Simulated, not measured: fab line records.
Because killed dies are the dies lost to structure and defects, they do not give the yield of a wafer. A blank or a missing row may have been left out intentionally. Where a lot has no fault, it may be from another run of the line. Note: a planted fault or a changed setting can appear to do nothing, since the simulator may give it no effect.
Matching of chambers | flow rit-cmos | 4 sister chambers for RIT_SPACER_ETCHBACK_05 on rie-diel-03
The step etches Si3N4 in SF6/CHF3, stops on SiO2, target depth 250 nm, time 240 s. 8 wafers are shown with their chamber, then 7 later ones without.

WAFERS PAIRED WITH THEIR CHAMBERS
wafer  | chamber | drypump-motor-current-A (A) | throttle-valve-pct (%)
L918.1 | 2       | 6.6                         | 10.33
L919.6 | 0       | 5.8                         | 10.45
L920.1 | 2       | 6.5                         | 10.34
L929.4 | 1       | 6.2                         | 10.51
L929.5 | 0       | 5.8                         | 10.44
L929.6 | 3       | 4.8                         | 10.23
L931.1 | 3       | 4.9                         | 10.24
L931.2 | 1       | 6.2                         | 10.52

WAFERS WITH NO CHAMBER GIVEN
wafer  | drypump-motor-current-A (A) | throttle-valve-pct (%)
L931.3 | 5.9                         | 10.43
L936.1 | 5.8                         | 10.43
L936.3 | 6.5                         | 10.33
L936.4 | 4.9                         | 10.24
L938.4 | 6.6                         | 10.34
L938.5 | 4.8                         | 10.22
L938.6 | 5.8                         | 10.43

EACH ONE'S CHAMBER
wafer  | from the rows above | in truth
L931.3 | 0                   | 0
L936.1 | 0                   | 0
L936.3 | 2                   | 2
L936.4 | 3                   | 3
L938.4 | 2                   | 2
L938.5 | 3                   | 3
L938.6 | 0                   | 0
7 of 7 placed correctly. Not placeable from these rows: 0. 0 placed wrongly.
How it was worked out, from the rows above alone: a wafer's distance from a chamber is the root of the sum, over the readings, of the square of ((its reading less the chamber's mean) divided by the reading's scatter). The wafer belongs to the nearest chamber; if the next one is less than 2 further off, it can't be placed. A chamber's mean is the mean of its shown wafers. The scatter: the root of (the sum of the squares of (reading less its chamber's mean) over the shown wafers, divided by (wafers less chambers)).
